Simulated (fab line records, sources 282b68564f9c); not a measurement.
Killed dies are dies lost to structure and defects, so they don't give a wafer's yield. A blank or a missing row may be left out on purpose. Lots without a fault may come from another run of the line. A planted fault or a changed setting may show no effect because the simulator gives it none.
fab line records | flow rit_cmos
record lots=7 wafers=21 last_day=7
route steps=202 shown SILICIDE@167 CONTACT@168 M1@202
lots that met no fault: from a run of the same line without faults
start_h: hours from the record's first day to the start of the lot's first wafer shown | wait_h: hours since the lot's step before | " the same as in the row above | L1.1+2: a row that stands for several wafers | - no value, or no start given | * or withheld: withheld | < > ~ a bound
route shown NAME@n: a module of which the file shows steps, and the number in the route of the first | usual: mean/standard deviation of fault-free wafers | same: alike in all rows | chamber/n: place in a boat | sites: the reading at each site | _std_site: their standard deviation | _edge_site: outer sites' mean less inner sites' | radius_mm: how far each site lies from the wafer's centre | mask NAME#n: copy n | behind: the tool/chamber that last shaped the wafer | hold: why the lot was held/for how many hours/how that ended | device: the transistor (n, p or np) that didn't switch | end of line: the same wafers' tests at the end of the route | a step without rows: its recipe alone | killed: dies lost to structure and defects at the first sort, not the wafer's yield | map: a wafer's dies, x killed, . not, _ none there
set.NAME: the setting as run; set.NAME@STEP: as run at that earlier step | model.NAME: the simulator's own value behind a step, which no gauge read
lots at some steps of the route; a table a step, a row a wafer
services: from which hour (start_h, from the record's first day; less than 0 if before it) a tool's chamber was out of use, for how many hours, and why
## steps
# step RIT_SILICIDE_RTA_06
# recipe temp_c=750 time_s=10 idle_temp_c=25 ramp_up_s=5 ramp_down_s=10 cool_to_c=25 ambient=N2
# usual wafer_temp_C_max=755.0/0.94
# columns lot.wafer tool chamber start_h wait_h wafer_temp_C_max
L560.1 rtp_anneal-02 0 75.64 0.0 753.8
L560.4 " 0 " " 754.9
L560.5 " 0 " " 756.4
L573.1 rtp_anneal-02 0 138.54 0.0 754.9
L573.2 " 0 " " 754.8
L573.6 " 0 " " 754.7
L577.1 rtp_anneal-01 0 152.14 0.0 756.4
L577.2 " 0 " " 756.8
L577.5 " 0 " " 754.9
L578.1 rtp_anneal-02 0 156.51 0.0 755.7
L578.2 " 0 " " 755.1
L578.6 " 0 " " 754.4
L580.2 rtp_anneal-02 0 162.13 0.0 755.6
L580.4 " 0 " " 754.0
L580.5 " 0 " " 754.7
L581.1 rtp_anneal-01 0 168.38 0.0 754.3
L581.2 " 0 " " 758.6
L581.4 " 0 " " 756.0
L582.4 rtp_anneal-02 0 170.97 0.0 753.8
L582.5 " 0 " " 757.1
L582.6 " 0 " " 756.1
# step RIT_CONTACT_CVD_00
# recipe material=SiO2 target_thk_nm=400 precursor=TEOS temp_c=390 time_s=61 rf_w=400
# usual heater_power_w=330/51 susceptor_temp_C=390.00/0.23
# columns lot.wafer tool chamber start_h wait_h heater_power_w susceptor_temp_C
L560.1 pecvd-04 2 75.71 0.1 450 389.83
L560.4 " 2 " " 341 389.83
L560.5 " 0 " " 309 389.98
L573.1 pecvd-01 2 138.60 0.1 315 390.02
L573.2 " 0 " " 344 390.14
L573.6 " 2 " " 337 390.26
L577.1 pecvd-01 0 152.21 0.1 329 390.01
L577.2 " 2 " " 327 389.95
L577.5 " 1 " " 288 389.85
L578.1 pecvd-04 1 156.58 0.1 331 390.40
L578.2 " 0 " " 310 389.91
L578.6 " 1 " " 346 389.77
L580.2 pecvd-01 2 162.19 0.0 374 390.02
L580.4 " 2 " " 288 390.54
L580.5 " 0 " " 393 390.10
L581.1 pecvd-04 2 168.45 0.1 416 389.97
L581.2 " 1 " " 336 389.84
L581.4 " 0 " " 286 390.21
L582.4 pecvd-03 0 171.03 0.0 316 389.91
L582.5 " 1 " " 278 390.10
L582.6 " 2 " " 303 389.87
# step RIT_CONTACT_THK_MEAS_01
# recipe reads=SiO2_of_CONTACT_CVD_00
# usual CONTACT_TEOS_THK=400/4.9
# columns lot.wafer tool chamber start_h wait_h CONTACT_TEOS_THK[nm]
L560.1 film_metro-01 - 75.76 0.0 396
L560.4 " - " " 403
L560.5 " - " " 399
L573.1 film_metro-01 - 138.65 0.0 394
L573.2 " - " " 393
L573.6 " - " " 405
L577.1 film_metro-04 - 152.26 0.0 396
L577.2 " - " " 399
L577.5 " - " " 402
L578.1 film_metro-01 - 156.63 0.0 402
L578.2 " - " " 391
L578.6 " - " " 405
L580.2 film_metro-01 - 162.25 0.0 393
L580.4 " - " " 403
L580.5 " - " " 395
L581.1 film_metro-02 - 168.50 0.0 395
L581.2 " - " " 398
L581.4 " - " " 399
L582.4 film_metro-04 - 171.08 0.0 404
L582.5 " - " " 404
L582.6 " - " " 402
# step RIT_CONTACT_HMDS_02
# recipe prime_time_s=60 prime_temp_c=140
# step RIT_CONTACT_COAT_03
# recipe resist=NOVOLAK spin_rpm=3250 resist_thk_nm=1000
# step RIT_CONTACT_SOFTBAKE_04
# recipe resist=NOVOLAK temp_c=90 time_s=60
# step RIT_CONTACT_EXPOSE_05
# recipe mask_id=M11 na=0.6 source_shape=conventional sigma_outer=0.5 target_cd_nm=1000 dose_mj=250
# step RIT_CONTACT_PEB_06
# recipe resist=NOVOLAK temp_c=withheld time_s=withheld
# step RIT_CONTACT_DEVELOP_07
# recipe resist=NOVOLAK develop_time_s=120 dev_temp_c=23
# step RIT_CONTACT_CD_MEAS_08
# recipe target_cd_nm=1000
# usual cd_nm=999.9/2.5
# columns lot.wafer tool chamber start_h wait_h cd_nm
L560.1 cd_sem-02 - 76.79 - 1004.3
L560.4 " - " " 1003.1
L560.5 " - " " 1002.3
L573.1 cd_sem-02 - 140.07 - 996.9
L573.2 " - " " 998.9
L573.6 " - " " 996.2
L577.1 cd_sem-01 - 153.61 - 1001.6
L577.2 " - " " 1000.1
L577.5 " - " " 998.7
L578.1 cd_sem-02 - 157.99 - 997.2
L578.2 " - " " 998.4
L578.6 " - " " 998.8
L580.2 cd_sem-02 - 163.28 - 998.3
L580.4 " - " " 997.5
L580.5 " - " " 997.7
L581.1 cd_sem-02 - 169.53 - 998.8
L581.2 " - " " 1001.5
L581.4 " - " " 1003.0
L582.4 cd_sem-01 - 172.38 - 1002.5
L582.5 " - " " 1000.7
L582.6 " - " " 998.6
# step RIT_CONTACT_OVL_MEAS_09
# usual CONTACT_OVL=-0.1/1.3
# columns lot.wafer tool chamber start_h wait_h CONTACT_OVL[nm]
L560.1 overlay-02 - 76.91 0.1 1.3
L560.4 " - " " 0.2
L560.5 " - " " 0.4
L573.1 overlay-02 - 140.19 0.1 -0.6
L573.2 " - " " -1.7
L573.6 " - " " -1.0
L577.1 overlay-01 - 153.73 0.1 0.0
L577.2 " - " " 0.7
L577.5 " - " " -0.2
L578.1 overlay-01 - 158.11 0.1 0.3
L578.2 " - " " 0.1
L578.6 " - " " -1.3
L580.2 overlay-02 - 163.39 0.1 -2.6
L580.4 " - " " -1.9
L580.5 " - " " 0.0
L581.1 overlay-02 - 169.65 0.1 -0.5
L581.2 " - " " -2.1
L581.4 " - " " -2.0
L582.4 overlay-02 - 172.46 0.1 -0.3
L582.5 " - " " -0.6
L582.6 " - " " -1.2
# step RIT_CONTACT_HARDBAKE_10
# recipe resist=NOVOLAK temp_c=140 time_s=60
# step RIT_CONTACT_ETCH_11
# recipe target_depth_a=4800 over_etch_frac=0.2 stop_on=TiSi2 chemistry=CHF3/CF4/Ar target=SiO2 CHF3_flow_sccm=50 cf4_flow_sccm=10 Ar_flow_sccm=100 O2_flow_sccm=5 pressure_mtorr=100 rf_w=200 time_s=320
# usual drypump_motor_current_A=5.9/0.53 oes_product_au=0.991/0.011 over_etch_frac=0.2/0 throttle_valve_pct=8.89/0.15
# columns lot.wafer tool chamber start_h wait_h drypump_motor_current_A oes_product_au over_etch_frac rf_hours_counter_h throttle_valve_pct model.NOVOLAK_of_CONTACT_COAT_03.thk_nm
L560.1 rie_diel-04 3 77.09 0.1 5.2 1.009 0.2 41 8.60 764.7
L560.4 " 1 " " 6.2 1.018 0.2 - 8.92 771.9
L560.5 " 3 " " 5.2 0.997 0.2 - 8.60 766.4
L573.1 rie_diel-01 1 140.50 0.1 5.8 0.976 0.2 48 8.84 769.3
L573.2 " 0 " " 6.3 0.999 0.2 68 8.92 764.8
L573.6 " 0 " " 6.3 0.991 0.2 - 8.94 765.1
L577.1 rie_diel-01 3 153.92 0.1 6.4 0.965 0.7 68 8.84 715.3
L577.2 " 0 " " 6.3 0.989 0.2 69 8.94 767.5
L577.5 " 2 " " 5.0 0.987 0.2 - 8.93 765.6
L578.1 rie_diel-01 1 158.43 0.1 5.8 0.976 0.2 49 8.84 775.4
L578.2 " 2 " " 5.0 0.980 0.2 8 8.93 766.2
L578.6 " 3 " " 6.3 0.966 0.7 - 8.84 713.9
L580.2 rie_diel-01 3 163.57 0.1 6.3 0.971 0.7 69 8.83 718.7
L580.4 " 2 " " 5.0 0.987 0.2 8 8.93 768.7
L580.5 " 1 " " 5.8 0.980 0.2 - 8.84 776.9
L581.1 rie_diel-04 1 169.83 0.1 6.2 1.005 0.2 2 8.92 771.2
L581.2 " 0 " " 6.6 0.985 0.2 53 9.00 764.2
L581.4 " 2 " " 5.3 1.007 0.2 94 8.87 772.8
L582.4 rie_diel-03 0 172.73 0.1 5.9 0.998 0.2 - 9.23 769.6
L582.5 " 1 " " 5.5 1.002 0.2 - 8.86 766.2
L582.6 " 3 " " 6.5 0.977 0.2 - 8.79 763.3
# step RIT_CONTACT_STRIP_12
# recipe chemistry=O2 time_s=180 resist=NOVOLAK platen_temp_c=withheld power_w=500 pressure_mtorr=4000 o2_flow_sccm=4000
# usual drypump_motor_current_A=5.7/0.45
# columns lot.wafer tool chamber start_h wait_h drypump_motor_current_A rf_hours_counter_h
L560.1 plasma_asher-02 1 77.29 0.1 6.5 44
L560.4 " 0 " " 5.5 -
L560.5 " 0 " " 5.5 -
L573.1 plasma_asher-04 1 140.70 0.1 5.7 51
L573.2 " 0 " " 5.3 51
L573.6 " 1 " " 5.8 -
L577.1 plasma_asher-04 0 154.11 0.1 5.3 52
L577.2 " 1 " " 5.8 52
L577.5 " 0 " " 5.3 -
L578.1 plasma_asher-04 0 158.63 0.1 5.4 53
L578.2 " 1 " " 5.7 53
L578.6 " 1 " " 5.8 -
L580.2 plasma_asher-04 1 163.76 0.1 5.7 54
L580.4 " 1 " " 5.7 -
L580.5 " 0 " " 5.3 -
L581.1 plasma_asher-04 1 170.03 0.1 5.7 54
L581.2 " 0 " " 5.3 54
L581.4 " 0 " " 5.3 -
L582.4 plasma_asher-02 0 172.88 0.1 5.5 -
L582.5 " 1 " " 6.5 -
L582.6 " 0 " " 5.5 -
# step RIT_M1_PROBE_99
# usual killed_at_contacts=0.1/0.25 killed_at_front_end=7/3.1 killed_dies=7/3.2 killed_open=3.3/2 killed_short=3.5/2
# same gross_dies=264 killed_at_M0_to_M3=0 killed_at_M4_up=0 killed_at_back_side=0 killed_at_other=0
# columns lot.wafer tool chamber start_h wait_h killed_at_contacts killed_at_front_end killed_dies killed_open killed_short model.etest.nmos_0p15.junction_log10_a_um model.etest.nmos_narrow.off_log10_a_um model.etest.gate_end_array.leak_log10_a_um model.etest.nmos_0p3.off_log10_a_um model.etest.pmos_0p15.junction_log10_a_um model.etest.contact_diode_array.leak_log10_a model.etest.pmos_0p3.off_log10_a_um model.etest.antenna_contact.gate_log10_a_cm2
L560.1 prober-02 - 81.95 0.1 0 6 6 2 4 -13.53 -13.28 -12.92 -13.09 -13.76 -9.491 -12.92 -6.327
L560.4 prober-02 - 82.10 0.2 0 9 9 4 5 -13.54 -13.14 -12.95 -13.15 -13.89 -9.501 -12.93 -6.413
L560.5 prober-02 - 82.15 0.2 0 3 3 1 2 -13.52 -13.17 -12.99 -13.2 -13.85 -9.662 -12.92 -6.037
L573.1 prober-02 - 147.17 0.1 0 4 4 3 1 -13.4 -13.26 -12.92 -13.1 -13.74 -9.499 -12.87 -6.159
L573.2 prober-02 - 147.22 0.1 0 4 4 1 3 -13.5 -13.26 -12.93 -13.09 -13.83 -9.211 -12.77 -5.656
L573.6 prober-02 - 147.42 0.2 0 6 6 3 3 -13.54 -13.3 -12.98 -13.18 -13.81 -9.313 -13.02 -5.848
L577.1 prober-01 - 158.89 0.1 0 6 6 4 2 -11.09 -11.09 -10.94 -11.09 -12.09 -7.691 -12.04 -5.949
L577.2 prober-01 - 158.94 0.1 0 11 11 5 6 -13.3 -13.34 -13.05 -13.18 -13.73 -9.523 -13.01 -6.585
L577.5 prober-01 - 159.09 0.2 0 6 6 4 2 -13.55 -13.38 -12.95 -13.26 -13.71 -9.666 -13.04 -6.468
L578.1 prober-02 - 163.41 0.1 0 3 3 1 2 -13.74 -13.33 -12.85 -13.12 -13.69 -9.251 -12.95 -6.809
L578.2 prober-02 - 163.46 0.1 0 4 4 1 3 -13.5 -13.28 -12.9 -13.16 -13.83 -9.647 -13.09 -6.524
L578.6 prober-02 - 163.66 0.2 0 5 5 2 3 -11.2 -11.2 -11.03 -11.2 -12.19 -7.879 -12.14 -5.655
L580.2 prober-02 - 168.89 0.1 0 2 2 1 1 -11.09 -11.08 -10.92 -11.07 -12.08 -7.804 -12.02 -4.765
L580.4 prober-02 - 168.99 0.2 0 4 4 2 2 -13.64 -13.27 -12.85 -13.09 -13.82 -9.623 -13.03 -5.935
L580.5 prober-02 - 169.04 0.2 1 6 7 1 6 -13.4 -13.1 -12.96 -13.07 -13.76 -9.43 -12.62 -6.393
L581.1 prober-01 - 174.70 0.1 0 2 2 1 1 -13.54 -13.22 -12.77 -12.94 -13.71 -9.473 -12.92 -6.223
L581.2 prober-01 - 174.75 0.1 0 6 6 3 3 -13.49 -13.26 -12.88 -13.16 -14 -9.355 -12.97 -6.487
L581.4 prober-01 - 174.85 0.2 0 6 6 5 1 -13.64 -13.18 -12.84 -13 -13.76 -9.614 -12.88 -6.382
L582.4 prober-02 - 177.66 0.2 0 15 15 7 8 -13.3 -13.25 -12.79 -12.97 -13.83 -9.597 -12.9 -6.227
L582.5 prober-02 - 177.71 0.2 0 16 16 7 9 -13.53 -13.17 -12.91 -13.07 -13.82 -9.676 -12.93 -6.223
L582.6 prober-02 - 177.76 0.2 1 8 9 6 3 -13.38 -13.19 -12.87 -13.09 -13.75 -9.259 -12.74 -6.047
# killed by level:class
L560.1 FOX2:geometric_particle:short=1 GATE:geometric_particle:open=1 GATE:geometric_particle:short=1 SPACER:geometric_particle:short=1 SILICIDE:geometric_particle:short=1 SILICIDE:geometric_particle:open=1
L560.4 GATE:geometric_particle:short=4 FOX1:geometric_particle:open=1 FOX2:geometric_particle:short=1 FOX2:geometric_particle:open=1 GATE:geometric_particle:open=1 REOX:geometric_particle:open=1
L560.5 GATE:geometric_particle:open=1 REOX:geometric_particle:short=1 SILICIDE:geometric_particle:short=1
L573.1 GATE:geometric_particle:short=1 GATE:geometric_particle:open=1 REOX:geometric_particle:open=1 SILICIDE:geometric_particle:open=1
L573.2 FOX1:geometric_particle:short=2 FOX2:geometric_particle:open=1 GATE:geometric_particle:short=1
L573.6 FOX1:geometric_particle:open=1 GATE:geometric_particle:short=1 REOX:geometric_particle:short=1 REOX:geometric_particle:open=1 SPACER:geometric_particle:open=1 SPACER:geometric_particle:short=1
L577.1 REOX:geometric_particle:open=2 FOX2:geometric_particle:short=1 GATE:geometric_particle:open=1 REOX:geometric_particle:short=1 SPACER:geometric_particle:open=1
L577.2 SILICIDE:geometric_particle:short=3 REOX:geometric_particle:short=2 REOX:geometric_particle:open=2 FOX1:geometric_particle:short=1 GATE:geometric_particle:open=1 SPACER:geometric_particle:open=1 SILICIDE:geometric_particle:open=1
L577.5 GATE:geometric_particle:open=3 FOX1:geometric_particle:short=1 GATE:geometric_particle:short=1 SPACER:geometric_particle:open=1
L578.1 FOX1:geometric_particle:short=1 GATE:geometric_particle:short=1 REOX:geometric_particle:open=1
L578.2 REOX:geometric_particle:short=2 GATE:geometric_particle:short=1 GATE:geometric_particle:open=1
L578.6 GATE:geometric_particle:short=2 FOX1:geometric_particle:open=1 GATE:geometric_particle:open=1 SPACER:geometric_particle:short=1
L580.2 SILICIDE:geometric_particle:short=1 SILICIDE:geometric_particle:open=1
L580.4 GATE:geometric_particle:short=2 GATE:geometric_particle:open=1 SILICIDE:geometric_particle:open=1
L580.5 SILICIDE:geometric_particle:short=3 GATE:geometric_particle:short=1 REOX:geometric_particle:open=1 REOX:geometric_particle:short=1 CONTACT:geometric_particle:short=1
L581.1 FOX2:geometric_particle:open=1 GATE:geometric_particle:short=1
L581.2 SILICIDE:geometric_particle:short=2 GATE:geometric_particle:short=1 REOX:geometric_particle:open=1 SPACER:geometric_particle:open=1 SILICIDE:geometric_particle:open=1
L581.4 GATE:geometric_particle:open=3 SILICIDE:geometric_particle:open=2 GATE:geometric_particle:short=1
L582.4 GATE:geometric_particle:open=4 FOX2:geometric_particle:short=2 GATE:geometric_particle:short=2 SPACER:geometric_particle:open=2 SPACER:geometric_particle:short=2 FOX1:geometric_particle:short=1 REOX:geometric_particle:short=1 REOX:geometric_particle:open=1
L582.5 GATE:geometric_particle:short=4 FOX2:geometric_particle:open=2 GATE:geometric_particle:open=2 REOX:geometric_particle:open=2 REOX:geometric_particle:short=2 SPACER:geometric_particle:short=2 FOX1:geometric_particle:open=1 FOX2:geometric_particle:short=1
L582.6 GATE:geometric_particle:open=2 SPACER:geometric_particle:open=2 FOX1:geometric_particle:open=1 GATE:geometric_particle:short=1 SPACER:geometric_particle:short=1 SILICIDE:geometric_particle:open=1 CONTACT:geometric_particle:short=1
## services
# columns tool chamber start_h hours kind
rie_diel-03 3 66.73 1.3 repair
pecvd-01 - 71.88 4.7 repair
rie_diel-04 2 74.04 16.5 repair
rie_diel-04 3 79.36 5.8 repair
rie_diel-04 1 96.45 - clean
rie_diel-04 1 96.45 17.8 scheduled_down
rie_diel-04 1 96.45 17.8 vent_cycle
plasma_asher-02 - 108.75 9.0 pm
plasma_asher-02 0 108.75 9.0 vent_cycle
plasma_asher-02 1 108.75 9.0 vent_cycle
rie_diel-01 2 109.64 9.8 repair
pecvd-04 - 115.27 1.2 repair
pecvd-04 - 116.11 0.7 repair
plasma_asher-02 0 117.75 - clean
plasma_asher-02 1 117.75 - clean
pecvd-03 0 135.56 28.5 repair
rie_diel-04 2 137.27 16.2 repair
pecvd-04 0 138.15 9.2 repair
rie_diel-03 2 167.20 6.1 repair
## key
first_sign step=RIT_CONTACT_ETCH_11 reading=over_etch_frac direction=up sigmas=99+ usual=0.2 struck=0.7
effect step=RIT_CONTACT_ETCH_11 reading=oes_product_au direction=down sigmas=2.1 usual=0.991 struck=0.967
model_effect step=RIT_CONTACT_ETCH_11 value=NOVOLAK_of_CONTACT_COAT_03.thk_nm without=764.8 struck=716
model_effect step=RIT_M1_PROBE_99 value=etest.nmos_0p15.junction_log10_a_um without=-13.51 struck=-11.13
met_at RIT_CONTACT_ETCH_11
struck_wafers L577.1,L578.6,L580.2
tester_left_out L577,L578,L580
fault kind=process_parameter_drift tool=rie_diel-01 chamber=3 onset_h=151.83 steps=RIT_CONTACT_ETCH_11 channel=over_etch_frac offset=0.5 shape=step end_h=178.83 stated=0.2
# tester_left_out: of these lots the tester's yield and bins aren't shown, on N5 and GAA mostly nor the transistor test; their killed dies are dies lost to structure and defects alone, not to doping, threshold or leakage, so they don't give the yield
